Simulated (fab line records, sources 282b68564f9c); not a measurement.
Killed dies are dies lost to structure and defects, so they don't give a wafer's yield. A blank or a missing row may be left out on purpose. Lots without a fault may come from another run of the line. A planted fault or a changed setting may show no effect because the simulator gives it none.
Tool commonality check | flow rit_cmos | 13 lots, 39 wafers sampled

WHY IT WAS OPENED
At RIT_ACTIVE_THK_MEAS_04 the reading ACTIVE_NITRIDE_THK is flagged on 1 of 13 lots. Wafers without a fault read 151.2 nm, standard deviation 1.5.
Rule: a lot is flagged when every wafer of it that has a number lies more than 4 standard deviations from that mean, or none has a number. The other lots count as sound.

lot  | measured    | on            | ACTIVE_NITRIDE_THK (nm), wafer by wafer | flag
L582 | day 1 15:04 | film_metro-04 | 147.7 148.8 149.5                       |
L583 | day 1 18:32 | film_metro-02 | 147.9 148.5 149.0                       |
L584 | day 2 00:36 | film_metro-04 | 151.8 151.6 149.9                       |
L585 | day 2 04:49 | film_metro-03 | 149.0 150.3 149.5                       |
L586 | day 2 11:43 | film_metro-04 | 150.4 149.3 149.1                       |
L587 | day 2 16:02 | film_metro-02 | 151.2 150.4 151.4                       |
L589 | day 3 03:07 | film_metro-04 | 150.5 151.5 150.1                       |
L590 | day 3 08:12 | film_metro-02 | 150.1 149.3 149.2                       |
L591 | day 3 13:38 | film_metro-02 | 151.6 151.7 151.9                       |
L592 | day 3 16:39 | film_metro-03 | 152.9 152.4 153.5                       |
L593 | day 3 21:23 | film_metro-03 | 195.7 195.6 195.3                       | FLAGGED
L595 | day 4 06:51 | film_metro-04 | 151.2 151.4 152.4                       |
L601 | day 5 13:46 | film_metro-04 | 152.3 153.0 152.1                       |
The numbers of the flagged lots are 195.5 nm on average: +44.3 nm against the usual, or +30 standard deviations.

WHICH TOOL RAN EACH LOT
The record holds 1 process step before the reading, out of a route of 202 steps. In each cell: the tool, then ch and the chambers that the sampled wafers went through, then the start.
lot  | flag    | RIT_ACTIVE_CVD_03
L582 |         | lpcvd-02 ch 0, day 1 12:56
L583 |         | lpcvd-01 ch 0, day 1 17:07
L584 |         | lpcvd-02 ch 0, day 1 23:11
L585 |         | lpcvd-01 ch 0, day 2 03:22
L586 |         | lpcvd-02 ch 0, day 2 10:18
L587 |         | lpcvd-02 ch 0, day 2 14:37
L589 |         | lpcvd-01 ch 0, day 3 01:42
L590 |         | lpcvd-02 ch 0, day 3 06:46
L591 |         | lpcvd-01 ch 1, day 3 12:12
L592 |         | lpcvd-02 ch 0, day 3 15:13
L593 | FLAGGED | lpcvd-02 ch 1, day 3 19:57
L595 |         | lpcvd-01 ch 0, day 4 05:22
L601 |         | lpcvd-01 ch 1, day 5 12:20
What these steps do:
- RIT_ACTIVE_CVD_03: deposits Si3N4 from SiH2Cl2/NH3, target thk 150 nm, time 1500 s.
- RIT_ACTIVE_THK_MEAS_04

FLAGGED OVER TOTAL, TOOL BY TOOL (the gauges that took the reading come last)
step                   | tool          | lots run | flagged | share of the flagged lots | sound lots run after its first flagged lot
RIT_ACTIVE_CVD_03      | lpcvd-01      | 6        | 0       | none                      | -
RIT_ACTIVE_CVD_03      | lpcvd-02      | 7        | 1       | all                       | 0
RIT_ACTIVE_THK_MEAS_04 | film_metro-02 | 4        | 0       | none                      | -
RIT_ACTIVE_THK_MEAS_04 | film_metro-03 | 3        | 1       | all                       | 0
RIT_ACTIVE_THK_MEAS_04 | film_metro-04 | 6        | 0       | none                      | -

WHAT THE TABLE ALLOWS
2 rows of the table ran every flagged lot: lpcvd-02 at RIT_ACTIVE_CVD_03, film_metro-03 at RIT_ACTIVE_THK_MEAS_04.
- lpcvd-02 at RIT_ACTIVE_CVD_03: 1 of its 7 lots flagged. Its last sound lot is L592 (day 3 15:13), its first flagged lot L593 (day 3 19:57): a fault that began between those two fits.
- film_metro-03 at RIT_ACTIVE_THK_MEAS_04: 1 of its 3 lots flagged. Its last sound lot is L592 (day 3 16:39), its first flagged lot L593 (day 3 21:23): a fault that began between those two fits.
Counting lots can't tell these 2 tools apart, because each fits a fault that began at some hour. More lots, or a look at what each step does to the wafer, might.

WHAT THE SIMULATOR HAD PUT IN
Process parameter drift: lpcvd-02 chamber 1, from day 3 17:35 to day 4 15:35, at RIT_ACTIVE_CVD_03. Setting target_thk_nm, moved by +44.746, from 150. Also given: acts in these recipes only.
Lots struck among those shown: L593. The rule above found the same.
